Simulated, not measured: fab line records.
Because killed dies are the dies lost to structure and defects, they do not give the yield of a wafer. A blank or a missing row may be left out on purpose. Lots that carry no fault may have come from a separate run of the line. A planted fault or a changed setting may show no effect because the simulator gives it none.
fab line records	flow rit-cmos
record: lots: 6	wafers: 18	last-day: 7
route steps=202 shown ACTIVE@14 FOX1@20 FOX2@23 NWELL@28 PWELL@39 WELLDRIVE@50 NRETRO@53 M1@202
lots that met no fault: from a run of the same line without faults
start-h: hours from the record's opening day to when the first of the lot's shown wafers began	wait-h: hours from the lot's prior step to this one	" repeats the value in the row above	L1.1+2: a single row standing in for several wafers	- value missing, or start not given	* or withheld: withheld	< > ~ a bound
route shown NAME@n: NAME is a module with steps in the file, n the number in the route of the first one	usual: average and standard deviation across the fault-free wafers	same: alike in all rows	chamber/n: place in a boat	sites: per-site readings	_std_site: their standard deviation	_edge_site: the outer-site mean with the inner-site mean subtracted	radius-mm: how far each site lies from the wafer's centre	mask NAME#n: copy n	behind: tool/chamber where the wafer was last shaped	hold: the reason the lot was held/the length of the hold in hours/how it ended	device: the n, p or np transistor that did not switch	end of line: the tests these same wafers got at the end of their route	step lacking rows: just its recipe	killed: count of dies lost to structure and defects at first sort (not the wafer's yield)	map: shows each die of a wafer: x if killed, . if not, _ if none is there
set.NAME: the setting as run; set.NAME@STEP: as run at that earlier step	model.NAME: the simulator's own value behind a step, which no gauge read
lots at selected steps of the route; one table per step, one row per wafer
services: the hour from which a tool's chamber was out of use, counted from the record's first day as start-h (under 0 if before that day), plus the number of hours and why
== steps ==
step: RIT_ACTIVE_ETCH_13
recipe: stop-on: SiO2	chemistry: SF6	target: Si3N4	time-s: 210	over-etch-frac: 0.4	SF6_flow_sccm: 200	pressure-mtorr: 260	rf-w: 125	target-depth-a: 2100
usual: drypump-motor-current-A: 5.7/0.37	oes-product-au: 0.822/0.014	throttle-valve-pct: 7.52/0.11
lot.wafer	tool	chamber	start-h	wait-h	drypump-motor-current-A	oes-product-au	rf-hours-counter-h	throttle-valve-pct
L200.3	rie-diel-03	2	30.57	0.1	5.6	0.800	81	7.42
L200.4	"	1	"	"	6.2	0.825	-	7.53
L200.5	"	0	"	"	5.0	0.792	-	7.39
L206.1	rie-diel-01	3	61.01	0.1	5.3	0.824	111	7.56
L206.2	"	0	"	"	6.1	0.814	45	7.40
L206.5	"	1	"	"	5.8	0.822	-	7.41
L207.1	rie-diel-04	0	65.82	0.1	5.1	0.834	16	7.54
L207.2	"	3	"	"	5.7	0.821	27	7.67
L207.4	"	2	"	"	6.0	0.815	1	7.60
L211.1	rie-diel-04	0	86.75	0.1	5.1	0.844	17	7.55
L211.3	"	1	"	"	5.9	0.832	9	7.62
L211.4	"	3	"	"	5.7	0.830	28	7.66
L216.1	rie-diel-01	3	113.26	0.1	5.3	0.815	112	7.56
L216.3	"	1	"	"	5.8	0.823	3	7.41
L216.6	"	0	"	"	6.1	0.809	-	7.39
L217.1	rie-diel-01	1	115.86	0.1	5.8	0.819	3	7.41
L217.2	"	2	"	"	6.0	0.807	103	7.63
L217.6	"	2	"	"	6.0	0.805	-	7.64
step: RIT_ACTIVE_STRIP_14
recipe: chemistry: O2	time-s: 180	resist: NOVOLAK	platen-temp-c: withheld	power-w: 500	pressure-mtorr: 4000	o2-flow-sccm: 4000
usual: drypump-motor-current-A: 5.8/0.51
lot.wafer	tool	chamber	start-h	wait-h	drypump-motor-current-A	rf-hours-counter-h
L200.3	plasma-asher-02	0	30.76	0.1	6.5	-
L200.4	"	1	"	"	5.9	-
L200.5	"	0	"	"	6.5	-
L206.1	plasma-asher-01	1	61.18	0.1	4.9	34
L206.2	"	0	"	"	5.3	34
L206.5	"	1	"	"	4.9	-
L207.1	plasma-asher-04	1	65.95	0.1	5.9	46
L207.2	"	0	"	"	5.3	46
L207.4	"	1	"	"	6.0	-
L211.1	plasma-asher-04	1	86.88	0.1	5.9	48
L211.3	"	0	"	"	5.3	-
L211.4	"	1	"	"	5.9	-
L216.1	plasma-asher-04	0	113.39	0.1	5.3	51
L216.3	"	1	"	"	5.9	-
L216.6	"	0	"	"	5.3	-
L217.1	plasma-asher-01	0	115.99	0.1	5.3	39
L217.2	"	1	"	"	4.9	39
L217.6	"	1	"	"	4.9	-
step: RIT_ACTIVE_CD_MEAS_90
recipe: target-cd-nm: 1400
usual: cd-nm: 1399.8/2.7
lot.wafer	tool	chamber	start-h	wait-h	cd-nm
L200.3	cd-sem-01	-	30.91	0.1	1401.7
L200.4	"	-	"	"	1402.4
L200.5	"	-	"	"	1399.6
L206.1	cd-sem-02	-	61.35	0.1	1397.5
L206.2	"	-	"	"	1398.1
L206.5	"	-	"	"	1397.1
L207.1	cd-sem-02	-	66.13	0.1	1393.1
L207.2	"	-	"	"	1393.9
L207.4	"	-	"	"	1394.8
L211.1	cd-sem-02	-	87.05	0.1	1402.2
L211.3	"	-	"	"	1401.2
L211.4	"	-	"	"	1401.1
L216.1	cd-sem-02	-	113.57	0.1	1398.8
L216.3	"	-	"	"	1401.5
L216.6	"	-	"	"	1401.8
L217.1	cd-sem-02	-	116.17	0.1	1401.3
L217.2	"	-	"	"	1396.8
L217.6	"	-	"	"	1399.6
step: RIT_ACTIVE_CLEAN_15
recipe: chemistry: SC1	mix: 3:3:50	time-s: 600	temp-c: 75
step: RIT_ACTIVE_CLEAN_16
recipe: chemistry: dHF	dilution: 50:1	time-s: 30
step: RIT_ACTIVE_CLEAN_17
recipe: chemistry: SC2	mix: 3:3:50	time-s: 600	temp-c: 75	dry: n2-spin
step: RIT_FOX1_OXIDATION_00
recipe: temp-c: 1100	ambient: H2O	target-thk-a: 3507	p-h2o-torr: 720	ox-time-s: 1130
step: RIT_FOX1_THK_MEAS_01
recipe: reads: SiO2_of_FOX1_OXIDATION_00
usual: FOX1_OXIDE_THK: 348/6
lot.wafer	tool	chamber	start-h	wait-h	FOX1_OXIDE_THK[nm]
L200.3	film-metro-03	-	33.39	0.0	361
L200.4	"	-	"	"	354
L200.5	"	-	"	"	356
L206.1	film-metro-01	-	64.05	0.0	349
L206.2	"	-	"	"	349
L206.5	"	-	"	"	347
L207.1	film-metro-02	-	69.69	0.0	346
L207.2	"	-	"	"	348
L207.4	"	-	"	"	339
L211.1	film-metro-03	-	89.88	0.0	353
L211.3	"	-	"	"	352
L211.4	"	-	"	"	347
L216.1	film-metro-01	-	119.04	0.0	346
L216.3	"	-	"	"	344
L216.6	"	-	"	"	341
L217.1	film-metro-02	-	119.04	0.0	356
L217.2	"	-	"	"	348
L217.6	"	-	"	"	350
step: RIT_FOX1_WET_ETCH_02
recipe: chemistry: BOE	target-depth-nm: 350	time-s: 390	temp-c: 21.5	dry: n2-spin	dilution: 10:1	target: SiO2
step: RIT_FOX2_OXIDATION_00
recipe: temp-c: 1100	ambient: H2O	target-thk-a: 3507	p-h2o-torr: 720	ox-time-s: 1130
step: RIT_FOX2_THK_MEAS_01
recipe: reads: SiO2_of_FOX2_OXIDATION_00
usual: FOX2_OXIDE_THK: 351/7.6
lot.wafer	tool	chamber	start-h	wait-h	FOX2_OXIDE_THK[nm]
L200.3	film-metro-04	-	36.18	0.0	348
L200.4	"	-	"	"	345
L200.5	"	-	"	"	346
L206.1	film-metro-01	-	66.44	0.0	361
L206.2	"	-	"	"	360
L206.5	"	-	"	"	349
L207.1	film-metro-01	-	71.18	0.0	351
L207.2	"	-	"	"	347
L207.4	"	-	"	"	353
L211.1	film-metro-02	-	91.37	0.0	341
L211.3	"	-	"	"	331
L211.4	"	-	"	"	341
L216.1	film-metro-01	-	124.84	0.0	354
L216.3	"	-	"	"	359
L216.6	"	-	"	"	356
L217.1	film-metro-02	-	124.84	0.0	347
L217.2	"	-	"	"	345
L217.6	"	-	"	"	343
step: RIT_FOX2_CLEAN_02
recipe: chemistry: dHF	dilution: 50:1	time-s: 180
step: RIT_FOX2_WET_ETCH_03
recipe: chemistry: H3PO4	target: Si3N4	target-depth-nm: 195	temp-c: 165	time-s: 2700
lot.wafer	tool	chamber	start-h	wait-h
L200.3+4+5	wet-bench-04	3	36.28	0.0
L206.1+2+5	wet-bench-04	1	66.56	0.0
L207.1+2+4	wet-bench-04	0	71.30	0.0
L211.1+3+4	wet-bench-02	1	91.49	0.0
L216.1+3+6	wet-bench-03	2	124.97	0.0
L217.1+2+6	wet-bench-03	0	124.97	0.0
step: RIT_FOX2_THK_MEAS_90
recipe: reads: SiO2_of_FOX2_OXIDATION_00
usual: FIELD_OXIDE_LEFT_1_THK: 324/7.5
lot.wafer	tool	chamber	start-h	wait-h	FIELD_OXIDE_LEFT_1_THK[nm]
L200.3	film-metro-01	-	37.13	0.0	321
L200.4	"	-	"	"	318
L200.5	"	-	"	"	319
L206.1	film-metro-02	-	67.32	0.0	333
L206.2	"	-	"	"	333
L206.5	"	-	"	"	322
L207.1	film-metro-01	-	72.05	0.0	323
L207.2	"	-	"	"	320
L207.4	"	-	"	"	325
L211.1	film-metro-04	-	92.25	0.0	314
L211.3	"	-	"	"	304
L211.4	"	-	"	"	313
L216.1	film-metro-04	-	125.79	0.0	327
L216.3	"	-	"	"	332
L216.6	"	-	"	"	329
L217.1	film-metro-02	-	125.79	0.0	320
L217.2	"	-	"	"	317
L217.6	"	-	"	"	316
step: RIT_NWELL_HMDS_00
recipe: prime-time-s: 60	prime-temp-c: 140
step: RIT_NWELL_COAT_01
recipe: resist: NOVOLAK	spin-rpm: 2000	resist-thk-nm: 1300
step: RIT_NWELL_SOFTBAKE_02
recipe: resist: NOVOLAK	temp-c: 90	time-s: 60
step: RIT_NWELL_EXPOSE_03
recipe: mask-id: M2	na: 0.57	target-cd-nm: 43900	dose-mj: 250
step: RIT_NWELL_PEB_04
recipe: resist: NOVOLAK	temp-c: withheld	time-s: withheld
step: RIT_NWELL_DEVELOP_05
recipe: resist: NOVOLAK	develop-time-s: 68	dev-temp-c: 23
step: RIT_NWELL_OVL_MEAS_06
usual: NWELL_OVL: 0.7/1.3
lot.wafer	tool	chamber	start-h	wait-h	NWELL_OVL[nm]
L200.3	overlay-01	-	38.06	-	1.0
L200.4	"	-	"	"	1.1
L200.5	"	-	"	"	0.3
L206.1	overlay-02	-	68.26	-	2.7
L206.2	"	-	"	"	2.1
L206.5	"	-	"	"	0.4
L207.1	overlay-01	-	72.99	-	0.1
L207.2	"	-	"	"	1.2
L207.4	"	-	"	"	1.0
L211.1	overlay-01	-	93.19	-	2.5
L211.3	"	-	"	"	4.2
L211.4	"	-	"	"	1.6
L217.1	overlay-01	-	126.86	-	1.2
L217.2	"	-	"	"	1.3
L217.6	"	-	"	"	3.5
L216.1	overlay-01	-	127.10	-	1.4
L216.3	"	-	"	"	0.8
L216.6	"	-	"	"	1.1
step: RIT_NWELL_HARDBAKE_07
recipe: resist: NOVOLAK	temp-c: 140	time-s: 120
step: RIT_NWELL_IMPLANT_08
recipe: species: P	energy-kev: 170	dose-cm2: 5e+13	tilt-deg: 7
step: RIT_NWELL_STRIP_09
recipe: chemistry: O2	time-s: 180	resist: NOVOLAK	platen-temp-c: withheld	power-w: 500	pressure-mtorr: 4000	o2-flow-sccm: 4000
usual: drypump-motor-current-A: 5.7/0.38
lot.wafer	tool	chamber	start-h	wait-h	drypump-motor-current-A	rf-hours-counter-h
L200.3	plasma-asher-04	1	38.54	0.1	5.9	-
L200.4	"	0	"	"	5.3	-
L200.5	"	1	"	"	5.9	-
L206.1	plasma-asher-04	1	68.69	0.1	5.9	46
L206.2	"	0	"	"	5.3	46
L206.5	"	0	"	"	5.3	-
L207.1	plasma-asher-04	1	73.43	0.1	5.9	47
L207.2	"	0	"	"	5.3	47
L207.4	"	1	"	"	5.9	-
L211.1	plasma-asher-02	1	93.62	0.1	5.9	48
L211.3	"	1	"	"	5.9	-
L211.4	"	0	"	"	6.5	-
L217.1	plasma-asher-02	0	127.29	0.1	6.5	1
L217.2	"	1	"	"	5.9	1
L217.6	"	0	"	"	6.5	-
L216.1	plasma-asher-04	0	127.54	0.1	5.3	52
L216.3	"	1	"	"	5.9	-
L216.6	"	0	"	"	5.3	-
step: RIT_NWELL_TW_MEAS_10
usual: NWELL_TW: 2154/16
lot.wafer	tool	chamber	start-h	wait-h	NWELL_TW
L200.3	film-metro-02	-	38.68	0.1	2148
L200.4	"	-	"	"	2155
L200.5	"	-	"	"	2151
L206.1	film-metro-03	-	68.87	0.1	2158
L206.2	"	-	"	"	2175
L206.5	"	-	"	"	2163
L207.1	film-metro-03	-	73.61	0.1	2181
L207.2	"	-	"	"	2161
L207.4	"	-	"	"	2178
L211.1	film-metro-03	-	93.80	0.1	2172
L211.3	"	-	"	"	2167
L211.4	"	-	"	"	2173
L217.1	film-metro-02	-	127.47	0.1	2141
L217.2	"	-	"	"	2148
L217.6	"	-	"	"	2153
L216.1	film-metro-03	-	127.71	0.1	2191
L216.3	"	-	"	"	2180
L216.6	"	-	"	"	2186
step: RIT_PWELL_HMDS_00
recipe: prime-time-s: 60	prime-temp-c: 140
step: RIT_PWELL_COAT_01
recipe: resist: NOVOLAK	spin-rpm: 2000	resist-thk-nm: 1300
step: RIT_PWELL_SOFTBAKE_02
recipe: resist: NOVOLAK	temp-c: 90	time-s: 60
step: RIT_PWELL_EXPOSE_03
recipe: mask-id: M3	na: 0.57	target-cd-nm: 43700	dose-mj: 250
step: RIT_PWELL_PEB_04
recipe: resist: NOVOLAK	temp-c: withheld	time-s: withheld
step: RIT_PWELL_DEVELOP_05
recipe: resist: NOVOLAK	develop-time-s: 68	dev-temp-c: 23
step: RIT_PWELL_OVL_MEAS_06
usual: PWELL_OVL: 0.2/1.2
lot.wafer	tool	chamber	start-h	wait-h	PWELL_OVL[nm]
L200.3	overlay-02	-	39.82	-	0.2
L200.4	"	-	"	"	0.8
L200.5	"	-	"	"	0.1
L206.1	overlay-02	-	69.98	-	-0.8
L206.2	"	-	"	"	-1.2
L206.5	"	-	"	"	0.6
L207.1	overlay-01	-	74.55	-	0.0
L207.2	"	-	"	"	0.1
L207.4	"	-	"	"	-0.5
L211.1	overlay-02	-	94.74	-	0.9
L211.3	"	-	"	"	3.2
L211.4	"	-	"	"	1.7
L217.1	overlay-01	-	128.53	-	0.5
L217.2	"	-	"	"	-0.2
L217.6	"	-	"	"	-0.2
L216.1	overlay-02	-	128.78	-	-0.2
L216.3	"	-	"	"	-0.1
L216.6	"	-	"	"	-1.0
step: RIT_PWELL_HARDBAKE_07
recipe: resist: NOVOLAK	temp-c: 140	time-s: 120
step: RIT_PWELL_IMPLANT_08
recipe: species: B	energy-kev: 170	dose-cm2: 7e+13	tilt-deg: 7
step: RIT_PWELL_STRIP_09
recipe: chemistry: O2	time-s: 180	resist: NOVOLAK	platen-temp-c: withheld	power-w: 500	pressure-mtorr: 4000	o2-flow-sccm: 4000
usual: drypump-motor-current-A: 5.6/0.54
lot.wafer	tool	chamber	start-h	wait-h	drypump-motor-current-A	rf-hours-counter-h
L200.3	plasma-asher-02	1	40.31	0.1	5.8	-
L200.4	"	0	"	"	6.5	-
L200.5	"	0	"	"	6.5	-
L206.1	plasma-asher-03	1	70.42	0.1	5.2	27
L206.2	"	0	"	"	5.7	27
L206.5	"	0	"	"	5.7	-
L207.1	plasma-asher-02	0	74.98	0.1	6.5	45
L207.2	"	1	"	"	5.9	45
L207.4	"	0	"	"	6.5	-
L211.1	plasma-asher-02	0	95.17	0.1	6.5	48
L211.3	"	0	"	"	6.5	-
L211.4	"	1	"	"	5.9	-
L217.1	plasma-asher-02	1	128.97	0.1	5.9	1
L217.2	"	0	"	"	6.5	1
L217.6	"	0	"	"	6.5	-
L216.1	plasma-asher-01	1	129.21	0.1	4.9	40
L216.3	"	0	"	"	5.3	-
L216.6	"	1	"	"	4.9	-
step: RIT_PWELL_TW_MEAS_10
usual: PWELL_TW: 953/6.8
lot.wafer	tool	chamber	start-h	wait-h	PWELL_TW
L200.3	film-metro-02	-	40.44	0.1	953
L200.4	"	-	"	"	953
L200.5	"	-	"	"	951
L206.1	film-metro-04	-	70.59	0.1	950
L206.2	"	-	"	"	945
L206.5	"	-	"	"	951
L207.1	film-metro-02	-	75.16	0.1	950
L207.2	"	-	"	"	950
L207.4	"	-	"	"	951
L211.1	film-metro-04	-	95.35	0.1	948
L211.3	"	-	"	"	949
L211.4	"	-	"	"	953
L217.1	film-metro-04	-	129.14	0.1	947
L217.2	"	-	"	"	946
L217.6	"	-	"	"	946
L216.1	film-metro-02	-	129.39	0.1	958
L216.3	"	-	"	"	956
L216.6	"	-	"	"	954
step: RIT_WELLDRIVE_ANNEAL_00
recipe: temp-c: 1100	time-s: 14700	ambient: N2
step: RIT_WELLDRIVE_RS_MEAS_01
recipe: thk-meas-gauge: four-point-probe
usual: NWELL_RS: 275.6/0.69
lot.wafer	tool	chamber	start-h	wait-h	NWELL_RS[ohm/sq]
L200.3	film-metro-02	-	46.64	0.0	274.6
L200.4	"	-	"	"	275.5
L200.5	"	-	"	"	275.1
L206.1	film-metro-03	-	76.26	0.0	275.6
L206.2	"	-	"	"	277.1
L206.5	"	-	"	"	275.8
L207.1	film-metro-02	-	81.34	0.0	274.9
L207.2	"	-	"	"	274.6
L207.4	"	-	"	"	273.8
L211.1	film-metro-02	-	104.24	0.0	276.5
L211.3	"	-	"	"	276.0
L211.4	"	-	"	"	275.3
L217.1	film-metro-04	-	134.29	0.0	276.0
L217.2	"	-	"	"	275.7
L217.6	"	-	"	"	275.7
L216.1	film-metro-02	-	135.15	0.0	275.3
L216.3	"	-	"	"	275.2
L216.6	"	-	"	"	274.6
step: RIT_WELLDRIVE_RS_MEAS_02
recipe: thk-meas-gauge: four-point-probe
usual: PWELL_RS: 429.6/1.4
lot.wafer	tool	chamber	start-h	wait-h	PWELL_RS[ohm/sq]
L200.3	film-metro-02	-	46.76	0.1	429.4
L200.4	"	-	"	"	429.3
L200.5	"	-	"	"	430.2
L206.1	film-metro-03	-	76.38	0.1	427.3
L206.2	"	-	"	"	429.0
L206.5	"	-	"	"	428.7
L207.1	film-metro-02	-	81.46	0.1	430.6
L207.2	"	-	"	"	431.3
L207.4	"	-	"	"	430.1
L211.1	film-metro-02	-	104.36	0.1	428.7
L211.3	"	-	"	"	428.5
L211.4	"	-	"	"	427.9
L217.1	film-metro-04	-	134.41	0.1	429.1
L217.2	"	-	"	"	428.9
L217.6	"	-	"	"	428.4
L216.1	film-metro-02	-	135.27	0.1	428.6
L216.3	"	-	"	"	430.0
L216.6	"	-	"	"	430.2
step: RIT_NRETRO_HMDS_00
recipe: prime-time-s: 60	prime-temp-c: 140
step: RIT_NRETRO_COAT_01
recipe: resist: NOVOLAK	spin-rpm: 2000	resist-thk-nm: 1300
step: RIT_NRETRO_SOFTBAKE_02
recipe: resist: NOVOLAK	temp-c: 90	time-s: 60
step: RIT_M1_PROBE_99
usual: killed-at-contacts: 0.1/0.27	killed-at-front-end: 7/3.1	killed-dies: 7/3.2	killed-on-rim: 1.8/1.4	killed-open: 3.8/2.1	killed-short: 3.6/2
same: gross-dies: 264	killed_at_M0_to_M3: 0	killed_at_M4_up: 0	killed-at-back-side: 0	killed-at-other: 0
lot.wafer	tool	chamber	start-h	wait-h	killed-at-contacts	killed-at-front-end	killed-dies	killed-on-rim	killed-open	killed-short
L200.3	prober-02	-	77.44	0.2	0	7	7	1	3	4
L200.4	prober-02	-	77.49	0.2	0	6	6	2	3	3
L200.5	prober-02	-	77.54	0.2	0	9	9	3	6	3
L206.1	prober-02	-	108.65	0.1	0	38	38	12	3	6
L206.2	prober-02	-	108.70	0.1	0	35	35	11	3	2
L206.5	prober-02	-	108.85	0.2	0	42	42	13	4	7
L207.1	prober-01	-	114.08	0.1	1	49	50	6	7	3
L207.2	prober-01	-	114.13	0.1	0	42	42	5	3	1
L207.4	prober-01	-	114.23	0.2	0	42	42	4	3	2
L211.1	prober-01	-	141.54	0.1	0	11	11	2	9	2
L211.3	prober-01	-	141.64	0.2	0	3	3	0	1	2
L211.4	prober-01	-	141.69	0.2	0	6	6	2	3	3
L216.1	prober-02	-	173.00	0.1	0	7	7	2	3	4
L216.3	prober-02	-	173.10	0.2	0	4	4	0	3	1
L216.6	prober-02	-	173.25	0.2	0	14	14	5	7	7
L217.1	prober-01	-	174.50	0.1	0	8	8	3	6	2
L217.2	prober-01	-	174.55	0.1	0	8	8	3	5	3
L217.6	prober-01	-	174.75	0.2	0	8	8	0	3	5
killed by level:class
L200.3 GATE:geometric-particle:short=2 FOX2:geometric-particle:open=1 REOX:geometric-particle:short=1 SPACER:geometric-particle:open=1 SILICIDE:geometric-particle:short=1 SILICIDE:geometric-particle:open=1
L200.4 REOX:geometric-particle:open=2 GATE:geometric-particle:short=1 GATE:geometric-particle:open=1 SPACER:geometric-particle:short=1 SILICIDE:geometric-particle:short=1
L200.5 GATE:geometric-particle:open=2 SPACER:geometric-particle:open=2 FOX2:geometric-particle:open=1 GATE:geometric-particle:short=1 REOX:geometric-particle:open=1 REOX:geometric-particle:short=1 SPACER:geometric-particle:short=1
L206.1 FOX2:unspecified=29 GATE:geometric-particle:short=2 GATE:geometric-particle:open=2 FOX2:geometric-particle:short=1 REOX:geometric-particle:short=1 SPACER:geometric-particle:short=1 SPACER:geometric-particle:open=1 SILICIDE:geometric-particle:short=1
L206.2 FOX2:unspecified=30 GATE:geometric-particle:open=2 SPACER:geometric-particle:open=1 SPACER:geometric-particle:short=1 SILICIDE:geometric-particle:short=1
L206.5 FOX2:unspecified=31 GATE:geometric-particle:short=3 SILICIDE:geometric-particle:short=3 FOX1:geometric-particle:short=1 FOX2:geometric-particle:open=1 GATE:geometric-particle:open=1 REOX:geometric-particle:open=1 SILICIDE:geometric-particle:open=1
L207.1 FOX2:unspecified=40 GATE:geometric-particle:open=2 SILICIDE:geometric-particle:open=2 FOX1:geometric-particle:short=1 FOX2:geometric-particle:open=1 GATE:geometric-particle:short=1 REOX:geometric-particle:open=1 SILICIDE:geometric-particle:short=1
L207.2 FOX2:unspecified=38 FOX1:geometric-particle:open=2 GATE:geometric-particle:open=1 GATE:geometric-particle:short=1
L207.4 FOX2:unspecified=37 FOX2:geometric-particle:short=1 FOX2:geometric-particle:open=1 GATE:geometric-particle:open=1 GATE:geometric-particle:short=1 SPACER:geometric-particle:open=1
L211.1 SPACER:geometric-particle:open=4 GATE:geometric-particle:short=2 SILICIDE:geometric-particle:open=2 FOX1:geometric-particle:open=1 GATE:geometric-particle:open=1 REOX:geometric-particle:open=1
L211.3 FOX1:geometric-particle:short=1 GATE:geometric-particle:short=1 GATE:geometric-particle:open=1
L211.4 GATE:geometric-particle:open=2 GATE:geometric-particle:short=1 REOX:geometric-particle:short=1 SILICIDE:geometric-particle:open=1 SILICIDE:geometric-particle:short=1
L216.1 GATE:geometric-particle:short=4 FOX1:geometric-particle:open=1 GATE:geometric-particle:open=1 SPACER:geometric-particle:open=1
L216.3 SILICIDE:geometric-particle:open=2 GATE:geometric-particle:short=1 SPACER:geometric-particle:open=1
L216.6 GATE:geometric-particle:short=3 SILICIDE:geometric-particle:short=3 SILICIDE:geometric-particle:open=3 GATE:geometric-particle:open=2 REOX:geometric-particle:open=2 SPACER:geometric-particle:short=1
L217.1 FOX1:geometric-particle:open=3 GATE:geometric-particle:open=2 FOX1:geometric-particle:short=1 GATE:geometric-particle:short=1 SILICIDE:geometric-particle:open=1
L217.2 GATE:geometric-particle:open=3 REOX:geometric-particle:short=2 SILICIDE:geometric-particle:open=2 GATE:geometric-particle:short=1
L217.6 GATE:geometric-particle:open=2 SPACER:geometric-particle:short=2 FOX1:geometric-particle:short=1 FOX2:geometric-particle:short=1 SPACER:geometric-particle:open=1 SILICIDE:geometric-particle:short=1
map L206.5 (x killed, . not)
________......._______
_____.x...x.......____
____...........x...___
___...x.............__
__.................x._
__..................._
_..x..................
_................x....
_................xxxx.
_.....x..x.....xxxxxxx
__............xxxxxxx_
__.............xxxxxx_
___............xxxxx__
____..............x___
_____x.x..........____
________...x..._______
map L207.1 (x killed, . not)
________......._______
_____.............____
____...............___
___....x............__
__..x...x............_
__..................._
_....................x
_...........x...xx..x.
_............xxxxx.xx.
_...x......x.xxxxxxx..
__.x........xxxxxxxx._
__..........xxxxxxxx._
___.x........xxxxx.x__
____...............___
_____.........x.x.____
________......._______
== services ==
tool	chamber	start-h	hours	kind
rie-diel-03	3	17.00	-	clean
rie-diel-03	3	17.00	-	consumable-replace:esc
rie-diel-03	3	17.00	23.3	scheduled-down
rie-diel-03	3	17.00	23.3	vent-cycle
plasma-asher-03	-	54.35	4.3	repair
plasma-asher-01	-	54.84	6.3	repair
rie-diel-04	2	67.37	2.4	repair
plasma-asher-02	-	108.75	9.0	pm
plasma-asher-02	0	108.75	9.0	vent-cycle
plasma-asher-02	1	108.75	9.0	vent-cycle
plasma-asher-02	0	117.75	-	clean
plasma-asher-02	1	117.75	-	clean
rie-diel-03	0	120.68	3.1	repair
== key ==
first-sign: step: RIT_M1_PROBE_99	reading: killed-at-front-end	direction: up	sigmas: 11	usual: 7	struck: 41
effect: step: RIT_M1_PROBE_99	reading: killed-dies	direction: up	sigmas: 11	usual: 7	struck: 42
met-at RIT_FOX2_WET_ETCH_03
struck-wafers L206.1,L206.2,L206.5,L207.1,L207.2,L207.4
tester-left-out L206,L207
onset-between 36.28 66.56
fault: kind: chamber-particle-source	tool: wet-bench-04	chamber: -	onset-h: 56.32	steps: RIT_FOX2_WET_ETCH_03	rate-per-visit-cm2: 1.4195	end-h: 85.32
tester-left-out: of these lots the tester's yield and bins aren't shown, on N5 and GAA mostly nor the transistor test; their killed dies are dies lost to structure and defects alone, not to doping, threshold or leakage, so they don't give the yield
